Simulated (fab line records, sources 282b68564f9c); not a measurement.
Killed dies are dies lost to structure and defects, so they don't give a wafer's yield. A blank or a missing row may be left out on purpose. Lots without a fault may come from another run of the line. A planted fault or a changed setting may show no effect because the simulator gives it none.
A struck lot beside a sound one | flow rit_cmos | 17 steps out of a route of 202
Sound: wafers L312.1, L312.2, L312.5. Struck: wafers L316.1, L316.2, L316.6. The cause comes at the end.
At each step with rows: each side's tool, then ch and its chambers, then its first start. Under that, the readings that differ: sound wafers | struck wafers | difference of the means | sigmas: that difference in standard deviations of wafers without a fault.
alike: readings whose means differ by less than 2 such deviations, and words and numbers that are the same on both sides. not compared: withheld readings, readings that some wafer has no value for, bounds like >300 that may hide the same value, and numbers for which the record gives no deviation and whose values overlap.
The two part at a step that has a row with sigmas, a row that says differs or no value, or rows on one side only. Numbers that don't overlap but have no deviation are shown without sigmas and don't part them. A reading that every wafer of one side lacks parts them only if that side has two wafers or more.

RIT_FOX2_THK_MEAS_01:
  sound on film_metro-02, day 3 15:21; struck on film_metro-01, day 4 12:52
  alike: FOX2_OXIDE_THK
then, 2 steps without rows for these wafers: RIT_FOX2_CLEAN_02 (cleans in dHF, time 180 s); RIT_FOX2_WET_ETCH_03 (etches Si3N4 in H3PO4, target depth 195 nm, time 2700 s).
RIT_FOX2_THK_MEAS_90:
  sound on film_metro-03, day 3 16:14; struck on film_metro-03, day 4 14:29
  alike: FIELD_OXIDE_LEFT_1_THK
then, 6 steps without rows for these wafers: RIT_NWELL_HMDS_00 (prime time 60 s); RIT_NWELL_COAT_01 (resist thk 1300 nm); RIT_NWELL_SOFTBAKE_02 (time 60 s); RIT_NWELL_EXPOSE_03 (exposes mask M2, target cd 43900 nm); RIT_NWELL_PEB_04; RIT_NWELL_DEVELOP_05 (develop time 68 s).
RIT_NWELL_OVL_MEAS_06:
  sound on overlay-01, day 3 17:17; struck on overlay-01, day 4 15:26
  alike: NWELL_OVL
then, 1 step without rows for these wafers: RIT_NWELL_HARDBAKE_07 (time 120 s).
RIT_NWELL_IMPLANT_08:
  sound on implanter-03 ch 0, day 3 17:35; struck on implanter-03 ch 0, day 4 15:43
  reading                   | sound                | struck               | difference | sigmas
  beam_energy_keV           | 170.01 169.99 170.00 | 153.03 153.03 153.09 | -16.95     | -99 or more
  model.implant.rp_nm (nm)  | 210.8 210.8 210.8    | 194.2 194.2 194.2    | -16.6      |
  model.implant.drp_nm (nm) | 68.82 68.82 68.82    | 63.67 63.67 63.67    | -5.15      |
  alike: faraday_current_uA
RIT_NWELL_STRIP_09: strips in O2, time 180 s.
  sound on plasma_asher-02 ch 0,1, day 3 17:44; struck on plasma_asher-02 ch 0,1, day 4 15:52
  alike: drypump_motor_current_A
  not compared: rf_hours_counter_h
RIT_NWELL_TW_MEAS_10:
  sound on film_metro-02, day 3 17:54; struck on film_metro-01, day 4 16:16
  reading  | sound          | struck         | difference | sigmas
  NWELL_TW | 2148 2148 2164 | 2071 2066 2075 | -83        | -4
  not compared: hold
then, 1 step without rows for these wafers: RIT_PWELL_HMDS_00 (prime time 60 s).
RIT_M1_PROBE_99:
  sound on prober-02, day 5 09:06; struck on prober-02, day 6 05:03
  no value came back on the struck wafers for model.etest.field_p_metal.vt_v (V), model.etest.field_p.vt_v (V), model.etest.iso_nwell_nwell.bv_v (V), model.etest.pmos_narrow.vt_less_v (V); on the sound wafers model.etest.field_p_metal.vt_v (V) reads -28.88 -28.17 -28.68
  alike: killed_at_contacts, killed_at_front_end, killed_dies, killed_open, killed_short

WHERE THEY PART
First at RIT_NWELL_IMPLANT_08; last, within this record, at RIT_M1_PROBE_99.

WHY: what the simulator had put in
Process parameter drift: implanter-03, from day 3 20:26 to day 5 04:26, at RIT_NWELL_IMPLANT_08. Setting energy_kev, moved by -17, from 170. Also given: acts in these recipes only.
